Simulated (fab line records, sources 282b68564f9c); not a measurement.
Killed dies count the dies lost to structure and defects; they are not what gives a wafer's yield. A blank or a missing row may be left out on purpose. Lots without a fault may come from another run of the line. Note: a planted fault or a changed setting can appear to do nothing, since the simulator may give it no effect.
fab line records    flow rit_cmos
record: lots: 6  wafers: 18  last_day: 7
route steps=202 shown CONTACT@172 M1@184
lots that met no fault: taken from a fault-free run of the same line
start_h: hours from the record's first day to the start of the lot's first wafer shown    wait_h: hours since the lot's step before    " as in the row above    L1.1+2: a single row standing in for several wafers    - value missing, or start not given    * or withheld: withheld    < > ~ a bound
route shown NAME@n: names a module that has steps shown in the file, with the first one's number in the route    usual: mean/standard deviation of fault-free wafers    same: alike in all rows    chamber/n: place in a boat    sites: each site's reading    _std_site: standard deviation across them    _edge_site: inner sites' mean taken away from outer sites' mean    radius_mm: for every site, how far away it sits from the centre of the wafer    mask NAME#n: copy n    behind: the tool/chamber that last shaped the wafer    hold: reason for holding the lot/hours on hold/outcome of the hold    device: the n, p or np transistor that did not switch    end of line: the route-end tests of the same wafers    step lacking rows: just its recipe    killed: at the first sort, the dies lost to defects and structure; wafer yield is something else    map: per-die view of a wafer (x killed, . not killed, _ where there is no die)
set.NAME: the setting that was run; set.NAME@STEP: the one run at that earlier step    model.NAME: the simulator's own value behind a step, which no gauge read
a table for each step, a row for each wafer; lots at some steps of the route
services: when a tool's chamber went out of use (start_h, in hours from the record's first day, below 0 if earlier), for how many hours, and the reason
== steps ==
step: RIT_CONTACT_SOFTBAKE_04
recipe: resist: NOVOLAK  temp_c: 90  time_s: 60
step: RIT_CONTACT_EXPOSE_05
recipe: mask_id: M11  na: 0.6  source_shape: conventional  sigma_outer: 0.5  target_cd_nm: 1000  dose_mj: 250
step: RIT_CONTACT_PEB_06
recipe: resist: NOVOLAK  temp_c: withheld  time_s: withheld
step: RIT_CONTACT_DEVELOP_07
recipe: resist: NOVOLAK  develop_time_s: 120  dev_temp_c: 23
step: RIT_CONTACT_CD_MEAS_08
recipe: target_cd_nm: 1000
usual: cd_nm: 1000.1/2.6
lot.wafer  tool       chamber  start_h  wait_h  cd_nm
L950.1     cd_sem-01  -        50.86    -       999.4
L950.3     "          -        "        "       999.5
L950.6     "          -        "        "       1001.9
L957.1     cd_sem-02  -        87.39    -       1000.9
L957.2     "          -        "        "       1002.0
L957.3     "          -        "        "       1001.8
L962.1     cd_sem-01  -        114.35   -       999.4
L962.3     "          -        "        "       999.4
L962.5     "          -        "        "       1000.1
L963.1     cd_sem-01  -        122.52   -       1000.8
L963.4     "          -        "        "       999.3
L963.6     "          -        "        "       999.9
L967.1     cd_sem-02  -        142.72   -       994.8
L967.2     "          -        "        "       994.4
L967.6     "          -        "        "       994.0
L968.3     cd_sem-01  -        153.40   -       998.4
L968.4     "          -        "        "       1001.2
L968.6     "          -        "        "       996.9
step: RIT_CONTACT_OVL_MEAS_09
usual: CONTACT_OVL: -0.4/1.3
lot.wafer  tool        chamber  start_h  wait_h  CONTACT_OVL[nm]
L950.1     overlay-02  -        50.98    0.1     0.1
L950.3     "           -        "        "       -0.7
L950.6     "           -        "        "       0.3
L957.1     overlay-01  -        87.51    0.1     -0.3
L957.2     "           -        "        "       1.0
L957.3     "           -        "        "       1.4
L962.1     overlay-01  -        114.47   0.1     0.3
L962.3     "           -        "        "       -1.5
L962.5     "           -        "        "       -0.3
L963.1     overlay-01  -        122.64   0.1     0.7
L963.4     "           -        "        "       -0.3
L963.6     "           -        "        "       -1.4
L967.1     overlay-02  -        142.84   0.1     -2.2
L967.2     "           -        "        "       0.2
L967.6     "           -        "        "       -0.8
L968.3     overlay-01  -        153.49   0.1     0.1
L968.4     "           -        "        "       0.9
L968.6     "           -        "        "       -0.9
step: RIT_CONTACT_HARDBAKE_10
recipe: resist: NOVOLAK  temp_c: 140  time_s: 60
step: RIT_CONTACT_ETCH_11
recipe: target_depth_a: 4800  over_etch_frac: 0.2  stop_on: TiSi2  chemistry: CHF3/CF4/Ar  target: SiO2  CHF3_flow_sccm: 50  cf4_flow_sccm: 10  Ar_flow_sccm: 100  O2_flow_sccm: 5  pressure_mtorr: 100  rf_w: 200  time_s: 320
usual: drypump_motor_current_A: 5.6/0.47  oes_product_au: 0.987/0.013  throttle_valve_pct: 8.87/0.14
lot.wafer  tool         chamber  start_h  wait_h  drypump_motor_current_A  oes_product_au  rf_hours_counter_h  throttle_valve_pct
L950.1     rie_diel-03  1        51.31    0.1     6.6                      0.978           4                   8.72
L950.3     "            0        "        "       6.2                      0.992           6                   8.84
L950.6     "            2        "        "       5.8                      0.987           -                   8.74
L957.1     rie_diel-03  0        87.89    0.1     6.2                      1.001           7                   8.85
L957.2     "            1        "        "       6.6                      0.979           5                   8.72
L957.3     "            3        "        "       5.7                      0.972           119                 8.87
L962.1     rie_diel-02  0        114.65   0.1     5.4                      0.956           10                  8.70
L962.3     "            1        "        "       4.9                      1.001           74                  8.82
L962.5     "            2        "        "       5.4                      0.989           -                   8.86
L963.1     rie_diel-03  3        122.82   0.1     5.7                      0.969           120                 8.86
L963.4     "            2        "        "       5.8                      0.993           25                  8.73
L963.6     "            1        "        "       6.7                      0.982           -                   8.71
L967.1     rie_diel-02  3        143.03   0.1     5.3                      0.971           19                  8.86
L967.2     "            1        "        "       4.9                      1.007           75                  8.81
L967.6     "            0        "        "       5.4                      0.960           -                   8.67
L968.3     rie_diel-03  0        153.66   0.1     6.2                      1.002           7                   8.83
L968.4     "            1        "        "       6.7                      0.986           6                   8.71
L968.6     "            0        "        "       6.2                      0.995           -                   8.82
step: RIT_CONTACT_STRIP_12
recipe: chemistry: O2  time_s: 180  resist: NOVOLAK  platen_temp_c: withheld  power_w: 500  pressure_mtorr: 4000  o2_flow_sccm: 4000
usual: drypump_motor_current_A: 5.6/0.34
lot.wafer  tool             chamber  start_h  wait_h  drypump_motor_current_A  rf_hours_counter_h
L950.1     plasma_asher-02  1        51.50    0.1     5.1                      42
L950.3     "                1        "        "       5.1                      -
L950.6     "                1        "        "       5.1                      -
L957.1     plasma_asher-03  0        88.08    0.1     6.1                      31
L957.2     "                1        "        "       5.7                      31
L957.3     "                0        "        "       6.2                      -
L962.1     plasma_asher-02  0        114.85   0.1     5.5                      48
L962.3     "                0        "        "       5.5                      -
L962.5     "                1        "        "       5.1                      -
L963.1     plasma_asher-03  1        123.02   0.1     5.7                      34
L963.4     "                1        "        "       5.7                      -
L963.6     "                1        "        "       5.8                      -
L967.1     plasma_asher-02  1        143.22   0.1     5.1                      51
L967.2     "                0        "        "       5.5                      51
L967.6     "                1        "        "       5.1                      -
L968.3     plasma_asher-02  0        153.91   0.2     5.5                      -
L968.4     "                1        "        "       5.1                      -
L968.6     "                1        "        "       5.1                      -
step: RIT_CONTACT_CD_MEAS_90
recipe: target_cd_nm: 1000
usual: cd_nm: 1000.0/2.5
lot.wafer  tool       chamber  start_h  wait_h  cd_nm
L950.1     cd_sem-02  -        51.67    0.1     999.8
L950.3     "          -        "        "       999.6
L950.6     "          -        "        "       1002.0
L957.1     cd_sem-02  -        88.26    0.1     1000.4
L957.2     "          -        "        "       1002.0
L957.3     "          -        "        "       1001.5
L962.1     cd_sem-01  -        115.02   0.1     998.5
L962.3     "          -        "        "       999.7
L962.5     "          -        "        "       1000.1
L963.1     cd_sem-02  -        123.19   0.1     1000.4
L963.4     "          -        "        "       999.6
L963.6     "          -        "        "       1000.3
L967.1     cd_sem-02  -        143.39   0.1     994.2
L967.2     "          -        "        "       994.1
L967.6     "          -        "        "       993.8
L968.3     cd_sem-01  -        154.07   0.1     998.5
L968.4     "          -        "        "       1001.2
L968.6     "          -        "        "       996.9
step: RIT_CONTACT_CLEAN_13
recipe: chemistry: SC1  mix: 3:3:50  time_s: 600  temp_c: 75
step: RIT_CONTACT_CLEAN_14
recipe: chemistry: SC2  mix: 3:3:50  time_s: 600  temp_c: 75  dry: n2_spin
step: RIT_M1_SPUTTER_00
recipe: material: Al  target_thk_nm: 400  power_w: 2000  chamber_pressure_pa: 0.4  gas: Ar  time_s: 500  substrate_temp_c: 25
usual: cathode_dc_power_W: 2000.0/0.39  throttle_valve_pct: 30.5/0.77
lot.wafer  tool            chamber  start_h  wait_h  cathode_dc_power_W  throttle_valve_pct  model.Al_of_M1_SPUTTER_00.thk_nm
L950.1     pvd_sputter-04  -        52.14    0.0     2000.1              30.6                398.2
L950.3     "               -        "        "       2000.0              31.2                402.5
L950.6     "               -        "        "       2000.8              31.3                404.1
L957.1     pvd_sputter-03  -        88.73    0.0     2000.7              28.3                400.9
L957.2     "               -        "        "       1999.4              30.6                402
L957.3     "               -        "        "       1999.5              30.1                402.6
L962.1     pvd_sputter-03  -        115.67   0.0     1922.4              28.1                379.5
L962.3     "               -        "        "       1922.6              30.8                378
L962.5     "               -        "        "       1922.2              31.0                379.4
L963.1     pvd_sputter-04  -        123.84   0.0     2000.0              30.4                400.8
L963.4     "               -        "        "       2000.3              30.8                402
L963.6     "               -        "        "       1999.7              31.0                406.1
L967.1     pvd_sputter-03  -        143.88   0.0     1922.3              30.5                387.9
L967.2     "               -        "        "       1922.0              28.3                391.9
L967.6     "               -        "        "       1921.7              30.7                387.9
L968.3     pvd_sputter-02  -        154.50   0.0     2000.1              31.3                406.1
L968.4     "               -        "        "       1999.8              30.5                406
L968.6     "               -        "        "       2000.8              31.0                403.7
step: RIT_M1_RS_MEAS_01
recipe: thk_meas_gauge: four-point-probe  reads: Al_of_M1_SPUTTER_00
usual: M1_AL_RS: 0.0732/0.00067
lot.wafer  tool           chamber  start_h  wait_h  M1_AL_RS[ohm/sq]
L950.1     film_metro-02  -        52.44    0.1     0.0738
L950.3     "              -        "        "       0.0729
L950.6     "              -        "        "       0.0726
L957.1     film_metro-02  -        89.02    0.1     0.0731
L957.2     "              -        "        "       0.0731
L957.3     "              -        "        "       0.0727
L962.1     film_metro-01  -        115.96   0.1     0.0774
L962.3     "              -        "        "       0.0778
L962.5     "              -        "        "       0.0773
L963.1     film_metro-02  -        124.13   0.1     0.0734
L963.4     "              -        "        "       0.0731
L963.6     "              -        "        "       0.0723
L967.1     film_metro-01  -        144.17   0.1     0.0757
L967.2     "              -        "        "       0.0750
L967.6     "              -        "        "       0.0757
L968.3     film_metro-04  -        154.84   0.2     0.0721
L968.4     "              -        "        "       0.0722
L968.6     "              -        "        "       0.0727
step: RIT_M1_THK_MEAS_02
recipe: thk_meas_gauge: xrf  reads: Al_of_M1_SPUTTER_00
usual: M1_AL_THK: 402/3.5
lot.wafer  tool           chamber  start_h  wait_h  M1_AL_THK[nm]
L950.1     film_metro-02  -        52.56    0.1     400
L950.3     "              -        "        "       405
L950.6     "              -        "        "       405
L957.1     film_metro-02  -        89.14    0.1     403
L957.2     "              -        "        "       402
L957.3     "              -        "        "       403
L962.1     film_metro-01  -        116.08   0.1     381
L962.3     "              -        "        "       380
L962.5     "              -        "        "       380
L963.1     film_metro-02  -        124.25   0.1     403
L963.4     "              -        "        "       403
L963.6     "              -        "        "       408
L967.1     film_metro-01  -        144.29   0.1     388
L967.2     "              -        "        "       391
L967.6     "              -        "        "       388
L968.3     film_metro-04  -        154.94   0.1     403
L968.4     "              -        "        "       406
L968.6     "              -        "        "       404
step: RIT_M1_HMDS_03
recipe: prime_time_s: 60  prime_temp_c: 140
step: RIT_M1_COAT_04
recipe: resist: NOVOLAK  spin_rpm: 2000  resist_thk_nm: 1300
step: RIT_M1_SOFTBAKE_05
recipe: resist: NOVOLAK  temp_c: 90  time_s: 60
step: RIT_M1_EXPOSE_06
recipe: mask_id: M12  na: 0.6  source_shape: conventional  sigma_outer: 0.5  target_cd_nm: 2600  dose_mj: 250
step: RIT_M1_PEB_07
recipe: resist: NOVOLAK  temp_c: withheld  time_s: withheld
step: RIT_M1_DEVELOP_08
recipe: resist: NOVOLAK  develop_time_s: 68  dev_temp_c: 23
step: RIT_M1_CD_MEAS_09
recipe: target_cd_nm: 2600
usual: cd_nm: 2599.8/2.2
lot.wafer  tool       chamber  start_h  wait_h  cd_nm
L950.1     cd_sem-01  -        53.62    -       2599.3
L950.3     "          -        "        "       2599.1
L950.6     "          -        "        "       2599.3
L957.1     cd_sem-02  -        90.08    -       2599.3
L957.2     "          -        "        "       2599.1
L957.3     "          -        "        "       2599.3
L962.1     cd_sem-01  -        117.02   -       2598.2
L962.3     "          -        "        "       2597.3
L962.5     "          -        "        "       2598.6
L963.1     cd_sem-01  -        125.24   -       2600.1
L963.4     "          -        "        "       2599.2
L963.6     "          -        "        "       2597.8
L967.1     cd_sem-01  -        145.32   -       2597.3
L967.2     "          -        "        "       2599.8
L967.6     "          -        "        "       2598.4
L968.3     cd_sem-02  -        156.02   -       2601.1
L968.4     "          -        "        "       2600.2
L968.6     "          -        "        "       2600.9
step: RIT_M1_OVL_MEAS_10
usual: M1_OVL: 0.6/1.5
lot.wafer  tool        chamber  start_h  wait_h  M1_OVL[nm]
L950.1     overlay-01  -        53.74    0.1     0.5
L950.3     "           -        "        "       1.0
L950.6     "           -        "        "       1.3
L957.1     overlay-02  -        90.20    0.1     0.1
L957.2     "           -        "        "       1.5
L957.3     "           -        "        "       0.6
L962.1     overlay-01  -        117.14   0.1     2.4
L962.3     "           -        "        "       1.1
L962.5     "           -        "        "       2.2
L963.1     overlay-02  -        125.36   0.1     0.0
L963.4     "           -        "        "       3.0
L963.6     "           -        "        "       -0.7
L967.1     overlay-02  -        145.44   0.1     1.7
L967.2     "           -        "        "       1.5
L967.6     "           -        "        "       4.0
L968.3     overlay-01  -        156.11   0.1     -0.6
L968.4     "           -        "        "       0.7
L968.6     "           -        "        "       0.2
step: RIT_M1_HARDBAKE_11
recipe: resist: NOVOLAK  temp_c: 140  time_s: 120
step: RIT_M1_METAL_ETCH_12
recipe: stop_on: SiO2  chemistry: Cl2/BCl3  target: Al  time_s: 165  over_etch_frac: 0.5  pressure_mtorr: 100  target_depth_a: 6000  rf_w: 250  Cl2_flow_sccm: 60  bcl3_flow_sccm: 50
usual: drypump_motor_current_A: 5.7/0.42  oes_product_au: 0.780/0.011  throttle_valve_pct: 8.30/0.092
lot.wafer  tool          chamber  start_h  wait_h  drypump_motor_current_A  oes_product_au  rf_hours_counter_h  throttle_valve_pct  model.etch.depth_nm  model.M1.feature_depth_nm
L950.1     rie_metal-02  1        54.03    0.2     5.4                      0.772           4                   8.28                398.2                430.3
L950.3     "             0        "        "       5.5                      0.787           -                   8.39                402.5                435.2
L950.6     "             0        "        "       5.5                      0.780           -                   8.36                404.1                436.6
L957.1     rie_metal-02  1        90.49    0.2     5.4                      0.770           4                   8.29                400.9                433.2
L957.2     "             0        "        "       5.5                      0.774           4                   8.37                402                  434.9
L957.3     "             0        "        "       5.5                      0.788           -                   8.37                402.6                435.4
L962.1     rie_metal-03  0        117.58   0.2     5.3                      0.764           36                  8.34                379.5                412.3
L962.3     "             1        "        "       5.5                      0.760           -                   8.09                378                  410.7
L962.5     "             1        "        "       5.5                      0.750           -                   8.11                379.4                412.1
L963.1     rie_metal-02  1        125.65   0.2     5.4                      0.769           5                   8.28                400.8                433.1
L963.4     "             1        "        "       5.4                      0.771           -                   8.27                402                  434.4
L963.6     "             1        "        "       5.4                      0.780           -                   8.27                406.1                438.3
L967.1     rie_metal-01  0        145.72   0.2     5.7                      0.788           1                   8.26                387.9                419.8
L967.2     "             1        "        "       6.5                      0.758           2                   8.40                391.9                424.9
L967.6     "             1        "        "       6.4                      0.746           -                   8.40                387.9                420.9
L968.3     rie_metal-03  1        156.44   0.2     5.5                      0.784           -                   8.09                406.1                438.8
L968.4     "             0        "        "       5.2                      0.792           -                   8.32                406                  439.3
L968.6     "             1        "        "       5.5                      0.776           -                   8.10                403.7                436.3
step: RIT_M1_STRIP_13
recipe: chemistry: nmp  resist: NOVOLAK  temp_c: 80  time_s: 600  dry: n2_spin
step: RIT_M1_PROBE_99
usual: defect_limited_yield: 97.3/1.1  killed_at_contacts: 0.1/0.31  killed_at_front_end: 7.1/2.8  killed_dies: 7.2/2.8  killed_open: 3.5/2  killed_short: 3.7/1.9  sort_bin_3_pad_short: 0.1/0.22  sort_bin_5_function: 1.6/0.77  sort_bin_6_memory: 1.0/0.59  sort_n_pass: 256.8/2.8  sort_yield_pct: 97.3/1.1
same: gross_dies: 264  killed_at_M0_to_M3: 0  killed_at_M4_up: 0  killed_at_back_side: 0  killed_at_other: 0
lot.wafer  tool       chamber  start_h  wait_h  defect_limited_yield[%]  killed_at_contacts  killed_at_front_end  killed_dies  killed_open  killed_short  sort_bin_3_pad_short[%]  sort_bin_5_function[%]  sort_bin_6_memory[%]  sort_n_pass  sort_yield_pct[%]  model.etest.m1.rs_ohm_sq
L950.1     prober-01  -        56.28    0.1     94.3                     0                   15                   15           8            7             0                        4.2                     1.5                   249.0        94.3               0.07335
L950.3     prober-01  -        56.38    0.2     97.7                     0                   6                    6            4            2             0                        0.8                     1.5                   258.0        97.7               0.07219
L950.6     prober-01  -        56.53    0.2     98.1                     0                   5                    5            0            5             0.8                      0.4                     0.8                   259.0        98.1               0.07198
L957.1     prober-02  -        93.80    0.1     95.5                     0                   12                   12           6            6             0                        1.9                     2.7                   252.0        95.5               0.07269
L957.2     prober-02  -        93.85    0.1     96.6                     0                   9                    9            4            5             0.8                      1.5                     1.1                   255.0        96.6               0.07221
L957.3     prober-02  -        93.90    0.2     97.0                     0                   8                    8            2            6             0                        1.1                     1.9                   256.0        97.0               0.07198
L962.1     prober-01  -        120.47   0.1     97.0                     0                   8                    8            3            5             0                        1.9                     1.1                   256.0        97.0               0.07623
L962.3     prober-01  -        120.57   0.2     96.6                     0                   9                    9            3            5             0.8                      1.1                     1.5                   255.0        96.6               0.07646
L962.5     prober-01  -        120.67   0.2     98.1                     0                   5                    5            2            2             0                        1.1                     0.8                   259.0        98.1               0.0768
L963.1     prober-02  -        128.67   0.1     99.6                     0                   1                    1            0            1             0                        0.4                     0                     263.0        99.6               0.07273
L963.4     prober-02  -        128.82   0.2     97.3                     0                   7                    7            3            4             0.8                      1.1                     0.8                   257.0        97.3               0.07203
L963.6     prober-02  -        128.92   0.2     97.3                     0                   7                    7            6            1             0                        1.9                     0.8                   257.0        97.3               0.07096
L967.1     prober-02  -        149.00   0.1     98.5                     1                   3                    4            4            0             0                        1.1                     0.4                   260.0        98.5               0.07467
L967.2     prober-02  -        149.05   0.1     97.7                     0                   6                    6            5            1             0                        1.9                     0.4                   258.0        97.7               0.07351
L967.6     prober-02  -        149.25   0.2     97.7                     0                   6                    6            0            6             0                        1.5                     0.8                   258.0        97.7               0.07507
L968.3     prober-01  -        159.27   0.2     97.3                     0                   7                    7            3            4             0.4                      1.9                     0.4                   257.0        97.3               0.07125
L968.4     prober-01  -        159.32   0.2     97.0                     0                   8                    8            4            4             0                        1.5                     1.5                   256.0        97.0               0.0714
L968.6     prober-01  -        159.42   0.2     98.9                     0                   3                    3            2            1             0                        0.8                     0.4                   261.0        98.9               0.07207
killed by level:class
L950.1 SILICIDE:geometric_particle:open=4 GATE:geometric_particle:short=3 GATE:geometric_particle:open=2 SILICIDE:geometric_particle:short=2 FOX1:geometric_particle:short=1 REOX:geometric_particle:open=1 SPACER:geometric_particle:short=1 SPACER:geometric_particle:open=1
L950.3 FOX1:geometric_particle:short=2 SPACER:geometric_particle:open=2 FOX1:geometric_particle:open=1 GATE:geometric_particle:open=1
L950.6 SPACER:geometric_particle:short=3 FOX2:geometric_particle:short=1 SILICIDE:geometric_particle:short=1
L957.1 FOX1:geometric_particle:open=2 FOX1:geometric_particle:short=2 GATE:geometric_particle:open=2 GATE:geometric_particle:short=1 REOX:geometric_particle:open=1 REOX:geometric_particle:short=1 SPACER:geometric_particle:open=1 SPACER:geometric_particle:short=1
L957.2 FOX1:geometric_particle:short=2 FOX1:geometric_particle:open=2 SPACER:geometric_particle:short=2 GATE:geometric_particle:open=1 GATE:geometric_particle:short=1 SILICIDE:geometric_particle:open=1
L957.3 FOX2:geometric_particle:short=3 FOX1:geometric_particle:short=1 FOX2:geometric_particle:open=1 GATE:geometric_particle:open=1 REOX:geometric_particle:short=1 SILICIDE:geometric_particle:short=1
L962.1 FOX1:geometric_particle:open=3 FOX1:geometric_particle:short=2 FOX2:geometric_particle:short=1 GATE:geometric_particle:short=1 REOX:geometric_particle:short=1
L962.3 SILICIDE:geometric_particle:short=3 FOX2:geometric_particle:open=2 GATE:geometric_particle:short=2 SILICIDE:geometric_particle:open=1 NRETRO:coat_microbubble_printed=1
L962.5 GATE:geometric_particle:open=2 GATE:geometric_particle:short=1 SILICIDE:geometric_particle:short=1 NRETRO:coat_microbubble_printed=1
L963.1 FOX1:geometric_particle:short=1
L963.4 REOX:geometric_particle:short=2 SILICIDE:geometric_particle:short=2 SILICIDE:geometric_particle:open=2 REOX:geometric_particle:open=1
L963.6 FOX1:geometric_particle:open=2 FOX2:geometric_particle:open=1 GATE:geometric_particle:short=1 GATE:geometric_particle:open=1 REOX:geometric_particle:open=1 SILICIDE:geometric_particle:open=1
L967.1 GATE:geometric_particle:open=3 CONTACT:geometric_particle:open=1
L967.2 SPACER:geometric_particle:open=2 FOX1:geometric_particle:open=1 FOX2:geometric_particle:open=1 GATE:geometric_particle:short=1 REOX:geometric_particle:open=1
L967.6 FOX1:geometric_particle:short=2 SPACER:geometric_particle:short=2 GATE:geometric_particle:short=1 REOX:geometric_particle:short=1
L968.3 FOX1:geometric_particle:short=2 GATE:geometric_particle:open=2 GATE:geometric_particle:short=2 REOX:geometric_particle:open=1
L968.4 GATE:geometric_particle:open=4 GATE:geometric_particle:short=3 REOX:geometric_particle:short=1
L968.6 FOX1:geometric_particle:open=2 GATE:geometric_particle:short=1
== services ==
tool             chamber  start_h  hours  kind
rie_metal-03     -        56.44    28.1   pm
rie_diel-03      -        59.64    14.6   pm
pvd_sputter-02   -        68.50    4.9    repair
pvd_sputter-02   -        69.62    0.8    repair
pvd_sputter-03   -        84.26    0.6    repair
rie_diel-03      0        90.94    21.9   repair
rie_diel-03      1        100.13   4.4    repair
pvd_sputter-02   -        105.72   4.6    repair
rie_diel-02      3        105.79   8.8    repair
rie_metal-01     0        107.52   4.6    repair
rie_diel-03      2        109.74   5.4    repair
rie_diel-03      0        113.59   2.4    repair
rie_metal-02     1        116.81   6.6    repair
plasma_asher-02  -        119.68   1.4    repair
rie_metal-02     0        124.37   7.2    repair
pvd_sputter-02   -        125.03   1.6    repair
rie_metal-03     -        136.12   20.0   pm
rie_metal-03     0        136.12   20.0   vent_cycle
rie_metal-03     1        136.12   20.0   vent_cycle
pvd_sputter-04   -        149.80   5.3    repair
rie_metal-03     0        156.12   -      clean
rie_metal-03     1        156.12   -      clean
== key ==
first_sign: step: RIT_M1_SPUTTER_00  reading: cathode_dc_power_W  direction: down  sigmas: 99+  usual: 2000.0  struck: 1922.2
effect: step: RIT_M1_RS_MEAS_01  reading: M1_AL_RS  direction: up  sigmas: 5  usual: 0.0732  struck: 0.0765
effect: step: RIT_M1_THK_MEAS_02  reading: M1_AL_THK  direction: down  sigmas: 5  usual: 402  struck: 385
model_effect: step: RIT_M1_SPUTTER_00  value: Al_of_M1_SPUTTER_00.thk_nm  without: 399.7  struck: 384.1
model_effect: step: RIT_M1_METAL_ETCH_12  value: etch.depth_nm  without: 399.7  struck: 384.1
model_effect: step: RIT_M1_PROBE_99  value: etest.m1.rs_ohm_sq  without: 0.07251  struck: 0.07546
met_at RIT_M1_SPUTTER_00
struck_wafers L962.1,L962.3,L962.5,L967.1,L967.2,L967.6
onset_between 88.73 115.67
fault: kind: process_parameter_drift  tool: pvd_sputter-03  chamber: -  onset_h: 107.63  steps: RIT_M1_SPUTTER_00  channel: power_w  offset: -77.971  shape: step  end_h: 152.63  acts_in: these_recipes_only  stated: 2000
